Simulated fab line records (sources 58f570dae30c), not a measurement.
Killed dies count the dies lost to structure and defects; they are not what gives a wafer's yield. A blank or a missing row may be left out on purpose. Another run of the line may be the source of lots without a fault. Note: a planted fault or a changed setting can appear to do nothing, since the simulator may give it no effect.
fab line records ; flow berkeley_cmos170
[record] lots = 14; wafers = 42; last_day = 12
route steps=331 shown PFIELD@85 PVT@123 FIELD@126 PSD@184 NSD@196
lots with no fault: from the same line, run without faults
start_h: the number of hours between the record's first day and the start of the first shown wafer of the lot ; wait_h: hours from the lot's prior step to this one ; " unchanged from the row above ; L1.1+2: several wafers, shown together as one row ; - no value present, or no start provided ; * or withheld: withheld ; < > ~ a bound
route shown NAME@n: a module of which the file shows steps, and the number in the route of the first ; usual: mean/standard deviation of fault-free wafers ; same: alike in all rows ; chamber/n: place in a boat ; sites: each site's reading ; _std_site: their standard deviation ; _edge_site: inner sites' mean taken away from outer sites' mean ; radius_mm: how far each site lies from the wafer's centre ; mask NAME#n: copy n ; behind: tool/chamber where the wafer was last shaped ; hold: cause of the lot's hold/its duration in hours/its outcome ; device: whichever transistor did not switch (one of n, p or np) ; end of line: the tests these same wafers got at the end of their route ; for a step that has no rows: nothing shown but its recipe ; killed: dies that structure and defects cost at the first sort, which is not the same as the wafer's yield ; map: a wafer's dies, x killed, . not, _ none there
set.NAME: setting as actually run; set.NAME@STEP: the setting as run at that earlier step ; model.NAME: the simulator's own value behind a step, which no gauge read
the route's steps for a sample of lots (tables are steps, rows are wafers)
services: from which hour (start_h, from the record's first day; less than 0 if before it) a tool's chamber was out of use, for how many hours, and why
[[steps]]
[step UCB170_PFIELD_OVL_MEAS_06]
[usual] PFIELD_OVL = -2/5.8
lot.wafer;tool;chamber;start_h;wait_h;PFIELD_OVL[nm]
L829.2;overlay-02;-;99.33;-;0
L829.5;overlay-02;-;99.33;-;-4
L829.6;overlay-02;-;99.33;-;-4
L827.2;overlay-01;-;100.17;-;-5
L827.5;overlay-01;-;100.17;-;-8
L827.6;overlay-01;-;100.17;-;-6
L830.1;overlay-01;-;115.27;-;2
L830.3;overlay-01;-;115.27;-;-2
L830.4;overlay-01;-;115.27;-;-7
L838.3;overlay-01;-;149.92;-;-8
L838.5;overlay-01;-;149.92;-;-3
L838.6;overlay-01;-;149.92;-;-6
L839.1;overlay-02;-;153.08;-;7
L839.2;overlay-02;-;153.08;-;6
L839.6;overlay-02;-;153.08;-;9
L842.1;overlay-02;-;174.46;-;0
L842.4;overlay-02;-;174.46;-;1
L842.6;overlay-02;-;174.46;-;-4
L843.1;overlay-02;-;174.65;-;-12
L843.3;overlay-02;-;174.65;-;-7
L843.5;overlay-02;-;174.65;-;-7
L844.2;overlay-02;-;175.21;-;0
L844.3;overlay-02;-;175.21;-;1
L844.4;overlay-02;-;175.21;-;4
L845.3;overlay-02;-;185.50;-;3
L845.4;overlay-02;-;185.50;-;-8
L845.5;overlay-02;-;185.50;-;2
L846.1;overlay-01;-;197.80;-;5
L846.3;overlay-01;-;197.80;-;6
L846.6;overlay-01;-;197.80;-;4
L847.3;overlay-01;-;198.07;-;3
L847.4;overlay-01;-;198.07;-;7
L847.6;overlay-01;-;198.07;-;3
L850.2;overlay-02;-;198.30;-;-12
L850.5;overlay-02;-;198.30;-;-6
L850.6;overlay-02;-;198.30;-;-9
L848.1;overlay-02;-;198.53;-;0
L848.2;overlay-02;-;198.53;-;4
L848.5;overlay-02;-;198.53;-;-2
L849.2;overlay-02;-;198.78;-;-14
L849.4;overlay-02;-;198.78;-;-14
L849.6;overlay-02;-;198.78;-;-8
[step UCB170_PVT_STRIP_08]
[recipe] chemistry = O2; power_w = 400; pressure_mtorr = 3500; platen_temp_c = withheld; o2_flow_sccm = 400; overash_fraction = 0.5
[usual] chamber_pressure_mTorr = 3500/3; drypump_motor_current_A = 5.9/0.47; oes_product_au = 0.734/0.0045; strip_time_to_endpoint_s = 21.64/0.06
lot.wafer;tool;chamber;start_h;wait_h;chamber_pressure_mTorr;drypump_motor_current_A;oes_product_au;rf_hours_counter_h;strip_time_to_endpoint_s
L827.2;plasma_asher-01;0;141.46;0.1;3498;5.2;0.735;42;21.59
L827.5;plasma_asher-01;1;141.46;0.1;3503;5.7;0.739;-;21.63
L827.6;plasma_asher-01;0;141.46;0.1;3501;5.2;0.734;-;21.63
L829.2;plasma_asher-01;0;141.80;0.1;3502;5.2;0.735;43;21.54
L829.5;plasma_asher-01;1;141.80;0.1;3500;5.7;0.732;-;21.59
L829.6;plasma_asher-01;0;141.80;0.1;3504;5.2;0.742;-;21.54
L830.1;plasma_asher-03;1;150.93;0.1;3500;5.7;0.731;38;21.65
L830.3;plasma_asher-03;0;150.93;0.1;3496;6.5;0.732;-;21.63
L830.4;plasma_asher-03;1;150.93;0.1;3499;5.7;0.732;-;21.60
L838.3;plasma_asher-03;0;186.27;0.1;3500;6.4;0.732;-;21.58
L838.5;plasma_asher-03;1;186.27;0.1;3498;5.7;0.735;-;21.58
L838.6;plasma_asher-03;0;186.27;0.1;3497;6.5;0.731;-;21.61
L839.1;plasma_asher-03;0;187.75;0.1;3502;6.4;0.731;42;21.55
L839.2;plasma_asher-03;1;187.75;0.1;3498;5.7;0.730;42;21.68
L839.6;plasma_asher-03;0;187.75;0.1;3497;6.5;0.742;-;21.58
L843.1;plasma_asher-04;1;212.85;0.1;3503;5.6;0.732;11;21.69
L843.3;plasma_asher-04;0;212.85;0.1;3501;6.5;0.730;-;21.67
L843.5;plasma_asher-04;0;212.85;0.1;3499;6.5;0.735;-;21.71
L844.2;plasma_asher-03;1;213.13;0.1;3495;5.7;0.736;46;21.58
L844.3;plasma_asher-03;1;213.13;0.1;3502;5.7;0.733;-;21.63
L844.4;plasma_asher-03;0;213.13;0.1;3493;6.4;0.746;-;21.64
L842.1;plasma_asher-04;0;213.17;0.1;3503;6.5;0.734;11;21.63
L842.4;plasma_asher-04;1;213.17;0.1;3498;5.6;0.730;-;21.72
L842.6;plasma_asher-04;0;213.17;0.1;3497;6.5;0.728;-;21.67
L845.3;plasma_asher-01;0;219.72;0.1;3498;5.2;0.734;-;21.72
L845.4;plasma_asher-01;1;219.72;0.1;3503;5.7;0.739;-;21.75
L845.5;plasma_asher-01;0;219.72;0.1;3498;5.2;0.733;-;21.72
L848.1;plasma_asher-04;0;236.12;0.1;3502;6.5;0.735;14;21.72
L848.2;plasma_asher-04;1;236.12;0.1;3501;5.6;0.737;14;21.74
L848.5;plasma_asher-04;1;236.12;0.1;3495;5.7;0.736;-;21.66
L846.1;plasma_asher-01;0;236.19;0.1;3504;5.2;0.729;55;21.68
L846.3;plasma_asher-01;0;236.19;0.1;3500;5.2;0.737;-;21.73
L846.6;plasma_asher-01;0;236.19;0.1;3495;5.2;0.722;-;21.66
L849.2;plasma_asher-03;1;236.39;0.1;3506;5.7;0.727;49;21.58
L849.4;plasma_asher-03;1;236.39;0.1;3498;5.7;0.730;-;21.65
L849.6;plasma_asher-03;1;236.39;0.1;3506;5.7;0.727;-;21.59
L850.2;plasma_asher-01;0;236.57;0.1;3498;5.2;0.736;55;21.72
L850.5;plasma_asher-01;1;236.57;0.1;3504;5.7;0.746;-;21.70
L850.6;plasma_asher-01;0;236.57;0.1;3504;5.2;0.738;-;21.72
L847.3;plasma_asher-03;0;236.94;0.1;3499;6.5;0.738;-;21.60
L847.4;plasma_asher-03;1;236.94;0.1;3500;5.7;0.736;-;21.64
L847.6;plasma_asher-03;0;236.94;0.1;3501;6.5;0.730;-;21.65
[step UCB170_FIELD_THK_MEAS_91]
[recipe] reads = SiO2_of_FIELD_OXIDATION_01
[usual] FIELD_OXIDE_LEFT_2_THK = 352/11
lot.wafer;tool;chamber;start_h;wait_h;FIELD_OXIDE_LEFT_2_THK[nm]
L827.2;film_metro-02;-;143.09;0.0;332
L827.5;film_metro-02;-;143.09;0.0;339
L827.6;film_metro-02;-;143.09;0.0;337
L829.2;film_metro-03;-;143.09;0.0;359
L829.5;film_metro-03;-;143.09;0.0;367
L829.6;film_metro-03;-;143.09;0.0;361
L830.1;film_metro-02;-;151.16;0.0;337
L830.3;film_metro-02;-;151.16;0.0;341
L830.4;film_metro-02;-;151.16;0.0;334
L838.3;film_metro-03;-;188.36;0.0;356
L838.5;film_metro-03;-;188.36;0.0;342
L838.6;film_metro-03;-;188.36;0.0;351
L839.1;film_metro-03;-;188.40;0.1;370
L839.2;film_metro-03;-;188.40;0.1;366
L839.6;film_metro-03;-;188.40;0.1;371
L843.1;film_metro-02;-;213.08;0.0;357
L843.3;film_metro-02;-;213.08;0.0;357
L843.5;film_metro-02;-;213.08;0.0;373
L844.2;film_metro-04;-;213.36;0.0;331
L844.3;film_metro-04;-;213.36;0.0;336
L844.4;film_metro-04;-;213.36;0.0;330
L842.1;film_metro-03;-;213.42;0.0;342
L842.4;film_metro-03;-;213.42;0.0;339
L842.6;film_metro-03;-;213.42;0.0;337
L845.3;film_metro-04;-;219.93;0.0;340
L845.4;film_metro-04;-;219.93;0.0;336
L845.5;film_metro-04;-;219.93;0.0;342
L848.1;film_metro-04;-;236.34;0.0;349
L848.2;film_metro-04;-;236.34;0.0;353
L848.5;film_metro-04;-;236.34;0.0;351
L846.1;film_metro-02;-;236.60;0.0;357
L846.3;film_metro-02;-;236.60;0.0;346
L846.6;film_metro-02;-;236.60;0.0;355
L849.2;film_metro-04;-;236.68;0.0;359
L849.4;film_metro-04;-;236.68;0.0;357
L849.6;film_metro-04;-;236.68;0.0;363
L850.2;film_metro-04;-;237.04;0.0;355
L850.5;film_metro-04;-;237.04;0.0;362
L850.6;film_metro-04;-;237.04;0.0;350
L847.3;film_metro-02;-;237.15;0.0;359
L847.4;film_metro-02;-;237.15;0.0;342
L847.6;film_metro-02;-;237.15;0.0;358
[step UCB170_PSD_STRIP_09]
[recipe] chemistry = O2; power_w = 400; pressure_mtorr = 3500; platen_temp_c = withheld; o2_flow_sccm = 400; overash_fraction = 0.5
[usual] chamber_pressure_mTorr = 3500/3; drypump_motor_current_A = 5.9/0.48; oes_product_au = 0.600/0.0043; strip_time_to_endpoint_s = 29.43/0.073
lot.wafer;tool;chamber;start_h;wait_h;chamber_pressure_mTorr;drypump_motor_current_A;oes_product_au;rf_hours_counter_h;strip_time_to_endpoint_s
L829.2;plasma_asher-01;1;167.41;0.1;3500;5.7;0.594;45;29.41
L829.5;plasma_asher-01;1;167.41;0.1;3498;5.7;0.601;-;29.46
L829.6;plasma_asher-01;0;167.41;0.1;3500;5.2;0.599;-;29.37
L827.2;plasma_asher-04;1;167.80;0.1;3501;5.6;0.606;5;29.40
L827.5;plasma_asher-04;0;167.80;0.1;3501;6.5;0.594;-;29.42
L827.6;plasma_asher-04;1;167.80;0.1;3497;5.6;0.594;-;29.38
L830.1;plasma_asher-03;0;180.67;0.1;3497;6.5;0.603;41;29.34
L830.3;plasma_asher-03;0;180.67;0.1;3502;6.5;0.598;-;29.40
L830.4;plasma_asher-03;1;180.67;0.1;3498;5.7;0.600;-;29.28
L838.3;plasma_asher-03;1;215.11;0.1;-;-;-;-;-
L838.5;plasma_asher-03;0;215.11;0.1;-;-;-;-;-
L838.6;plasma_asher-03;1;215.11;0.1;-;-;-;-;-
L839.1;plasma_asher-04;0;215.15;0.1;-;-;-;-;-
L839.2;plasma_asher-04;1;215.15;0.1;-;-;-;-;-
L839.6;plasma_asher-04;0;215.15;0.1;-;-;-;-;-
L842.1;plasma_asher-04;0;238.48;0.1;3501;6.5;0.596;14;29.41
L842.4;plasma_asher-04;1;238.48;0.1;3501;5.6;0.602;-;29.38
L842.6;plasma_asher-04;0;238.48;0.1;3500;6.5;0.597;-;29.44
L844.2;plasma_asher-03;0;238.69;0.1;3496;6.5;0.598;49;29.44
L844.3;plasma_asher-03;0;238.69;0.1;3502;6.5;0.596;-;29.53
L844.4;plasma_asher-03;1;238.69;0.1;3500;5.7;0.599;-;29.52
L843.1;plasma_asher-01;1;238.96;0.1;3499;5.7;0.600;56;29.54
L843.3;plasma_asher-01;1;238.96;0.1;3494;5.7;0.598;-;29.51
L843.5;plasma_asher-01;1;238.96;0.1;3503;5.7;0.600;-;29.51
L845.3;plasma_asher-03;1;249.26;0.1;3500;5.7;0.607;-;29.32
L845.4;plasma_asher-03;0;249.26;0.1;3505;6.5;0.601;-;29.40
L845.5;plasma_asher-03;1;249.26;0.1;3501;5.6;0.594;-;29.31
L848.1;plasma_asher-01;0;264.87;0.1;3498;5.2;0.598;58;29.42
L848.2;plasma_asher-01;1;264.87;0.1;3507;5.7;0.603;58;29.46
L848.5;plasma_asher-01;1;264.87;0.1;3503;5.7;0.602;-;29.45
L846.1;plasma_asher-03;0;265.11;0.1;3499;6.5;0.600;52;29.40
L846.3;plasma_asher-03;0;265.11;0.1;3493;6.5;0.595;-;29.43
L846.6;plasma_asher-03;0;265.11;0.1;3497;6.5;0.604;-;29.43
L847.3;plasma_asher-04;1;265.18;0.1;3500;5.6;0.609;-;29.31
L847.4;plasma_asher-04;0;265.18;0.1;3496;6.5;0.606;-;29.39
L847.6;plasma_asher-04;1;265.18;0.1;3498;5.6;0.599;-;29.37
L850.2;plasma_asher-01;1;265.30;0.1;3500;5.7;0.595;59;29.44
L850.5;plasma_asher-01;0;265.30;0.1;3496;5.2;0.607;-;29.44
L850.6;plasma_asher-01;1;265.30;0.1;3505;5.7;0.594;-;29.39
L849.2;plasma_asher-04;1;265.42;0.1;3504;5.6;0.603;17;29.49
L849.4;plasma_asher-04;1;265.42;0.1;3503;5.7;0.603;-;29.46
L849.6;plasma_asher-04;0;265.42;0.1;3498;6.5;0.606;-;29.51
[step UCB170_NSD_STRIP_09]
[recipe] chemistry = O2; power_w = 400; pressure_mtorr = 3500; platen_temp_c = withheld; o2_flow_sccm = 400; overash_fraction = 0.5
[usual] chamber_pressure_mTorr = 3500/3.3; drypump_motor_current_A = 5.9/0.43; oes_product_au = 0.534/0.0043; strip_time_to_endpoint_s = 35.87/0.067
lot.wafer;tool;chamber;start_h;wait_h;chamber_pressure_mTorr;drypump_motor_current_A;oes_product_au;rf_hours_counter_h;strip_time_to_endpoint_s
L829.2;plasma_asher-03;0;169.44;0.1;3500;6.5;0.529;40;35.83
L829.5;plasma_asher-03;1;169.44;0.1;3505;5.7;0.534;-;35.79
L829.6;plasma_asher-03;0;169.44;0.1;3497;6.5;0.534;-;35.88
L827.2;plasma_asher-02;1;169.68;0.1;3500;5.8;0.535;45;35.75
L827.5;plasma_asher-02;1;169.68;0.1;3500;5.8;0.531;-;35.77
L827.6;plasma_asher-02;0;169.68;0.1;3500;5.4;0.529;-;35.79
L830.1;plasma_asher-03;1;185.50;0.1;3500;5.7;0.537;42;35.87
L830.3;plasma_asher-03;1;185.50;0.1;3496;5.7;0.531;-;35.88
L830.4;plasma_asher-03;0;185.50;0.1;3500;6.4;0.533;-;35.83
L838.3;plasma_asher-04;1;216.75;0.1;3497;5.6;0.620;-;62.04
L838.5;plasma_asher-04;1;216.75;0.1;3498;5.6;0.618;-;62.08
L838.6;plasma_asher-04;0;216.75;0.1;3497;6.5;0.621;-;62.14
L839.1;plasma_asher-03;1;216.96;0.1;3503;5.7;0.617;46;62.18
L839.2;plasma_asher-03;0;216.96;0.1;3497;6.5;0.624;46;62.16
L839.6;plasma_asher-03;1;216.96;0.1;3500;5.7;0.619;-;62.10
L842.1;plasma_asher-03;1;240.24;0.1;3496;5.7;0.531;50;36.04
L842.4;plasma_asher-03;1;240.24;0.1;3501;5.7;0.527;-;36.03
L842.6;plasma_asher-03;0;240.24;0.1;3496;6.5;0.537;-;35.99
L844.2;plasma_asher-02;0;240.69;0.1;3499;5.4;0.521;49;35.90
L844.3;plasma_asher-02;1;240.69;0.1;3498;5.8;0.531;-;35.92
L844.4;plasma_asher-02;0;240.69;0.1;3504;5.4;0.530;-;35.91
L843.1;plasma_asher-04;0;240.96;0.1;3501;6.5;0.536;15;35.83
L843.3;plasma_asher-04;0;240.96;0.1;3496;6.5;0.534;-;35.91
L843.5;plasma_asher-04;0;240.96;0.1;3496;6.5;0.538;-;35.84
L845.3;plasma_asher-02;1;251.01;0.1;3502;5.8;0.530;-;35.84
L845.4;plasma_asher-02;0;251.01;0.1;3498;5.4;0.530;-;35.88
L845.5;plasma_asher-02;0;251.01;0.1;3503;5.4;0.533;-;35.86
L848.1;plasma_asher-03;0;266.68;0.1;3499;6.5;0.534;53;35.91
L848.2;plasma_asher-03;1;266.68;0.1;3502;5.7;0.527;53;35.89
L848.5;plasma_asher-03;0;266.68;0.1;3495;6.5;0.536;-;35.83
L846.1;plasma_asher-02;1;266.80;0.1;3498;5.8;0.537;52;35.85
L846.3;plasma_asher-02;0;266.80;0.1;3502;5.4;0.538;-;35.86
L846.6;plasma_asher-02;1;266.80;0.1;3496;5.8;0.535;-;35.85
L847.3;plasma_asher-04;1;267.08;0.1;3506;5.7;0.528;-;35.84
L847.4;plasma_asher-04;0;267.08;0.1;3499;6.5;0.532;-;35.91
L847.6;plasma_asher-04;0;267.08;0.1;3497;6.5;0.531;-;35.90
L850.2;plasma_asher-03;1;267.16;0.1;3502;5.7;0.533;53;35.82
L850.5;plasma_asher-03;1;267.16;0.1;3502;5.7;0.529;-;35.76
L850.6;plasma_asher-03;0;267.16;0.1;3498;6.4;0.529;-;35.80
L849.2;plasma_asher-02;0;267.40;0.1;3507;5.4;0.536;52;35.88
L849.4;plasma_asher-02;1;267.40;0.1;3496;5.7;0.530;-;35.83
L849.6;plasma_asher-02;0;267.40;0.1;3505;5.4;0.530;-;35.90
[step UCB170_NSD_TW_MEAS_10]
[usual] NSD_TW = 4189/25
lot.wafer;tool;chamber;start_h;wait_h;NSD_TW
L829.2;film_metro-01;-;169.55;0.1;4159
L829.5;film_metro-01;-;169.55;0.1;4156
L829.6;film_metro-01;-;169.55;0.1;4158
L827.2;film_metro-02;-;169.79;0.1;4211
L827.5;film_metro-02;-;169.79;0.1;4205
L827.6;film_metro-02;-;169.79;0.1;4209
L830.1;film_metro-01;-;185.60;0.1;4165
L830.3;film_metro-01;-;185.60;0.1;4171
L830.4;film_metro-01;-;185.60;0.1;4155
L838.3;film_metro-04;-;216.84;0.1;30
L838.5;film_metro-04;-;216.84;0.1;30
L838.6;film_metro-04;-;216.84;0.1;30
L839.1;film_metro-01;-;217.06;0.1;30
L839.2;film_metro-01;-;217.06;0.1;30
L839.6;film_metro-01;-;217.06;0.1;30
L842.1;film_metro-02;-;240.34;0.1;4214
L842.4;film_metro-02;-;240.34;0.1;4184
L842.6;film_metro-02;-;240.34;0.1;4200
L844.2;film_metro-02;-;240.80;0.1;4198
L844.3;film_metro-02;-;240.80;0.1;4212
L844.4;film_metro-02;-;240.80;0.1;4208
L843.1;film_metro-04;-;241.06;0.1;4196
L843.3;film_metro-04;-;241.06;0.1;4186
L843.5;film_metro-04;-;241.06;0.1;4154
L845.3;film_metro-01;-;251.09;0.1;4193
L845.4;film_metro-01;-;251.09;0.1;4203
L845.5;film_metro-01;-;251.09;0.1;4210
L848.1;film_metro-02;-;266.78;0.1;4211
L848.2;film_metro-02;-;266.78;0.1;4216
L848.5;film_metro-02;-;266.78;0.1;4208
L846.1;film_metro-01;-;266.90;0.1;4177
L846.3;film_metro-01;-;266.90;0.1;4165
L846.6;film_metro-01;-;266.90;0.1;4176
L847.3;film_metro-04;-;267.16;0.1;4139
L847.4;film_metro-04;-;267.16;0.1;4123
L847.6;film_metro-04;-;267.16;0.1;4121
L850.2;film_metro-04;-;267.27;0.1;4157
L850.5;film_metro-04;-;267.27;0.1;4166
L850.6;film_metro-04;-;267.27;0.1;4138
L849.2;film_metro-01;-;267.51;0.1;4186
L849.4;film_metro-01;-;267.51;0.1;4183
L849.6;film_metro-01;-;267.51;0.1;4179
[[services]]
tool;chamber;start_h;hours;kind
plasma_asher-04;0;117.75;-;clean
plasma_asher-04;1;117.75;-;clean
plasma_asher-04;-;162.68;4.5;repair
plasma_asher-02;-;180.96;2.3;repair
plasma_asher-02;-;200.59;14.6;pm
plasma_asher-02;-;215.19;15.6;pm
plasma_asher-02;-;230.79;2.8;pm
plasma_asher-04;-;231.12;1.9;repair
[[key]]
[first_sign] step = UCB170_PSD_STRIP_09; reading = tool_record; direction = missing
[effect] step = UCB170_NSD_STRIP_09; reading = strip_time_to_endpoint_s; direction = up; sigmas = 99+; usual = *; struck = *
[effect] step = UCB170_NSD_TW_MEAS_10; reading = NSD_TW; direction = down; sigmas = 99+; usual = 4189; struck = 30
met_at UCB170_PSD_STRIP_09
struck_lots L838,L839
sort_left_out L838.3,L838.5,L838.6,L839.1,L839.2,L839.6
tester_left_out L838,L839
not_acting_at UCB170_PFIELD_OVL_MEAS_06,UCB170_PVT_STRIP_08,UCB170_FIELD_THK_MEAS_91
onset_between 180.67 215.11
[fault] kind = skipped_step_whole; tool = plasma_asher-03,plasma_asher-04; chamber = -; onset_h = 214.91; steps = UCB170_PSD_STRIP_09; scope = struck_lots_only
// tester_left_out: of these lots the tester's yield and bins aren't shown, on N5 and GAA mostly nor the transistor test; their killed dies are dies lost to structure and defects alone, not to doping, threshold or leakage, so they don't give the yield
// sort_left_out: the simulated sort isn't trusted on such a fault, so these wafers' sort isn't shown, and their yield isn't known
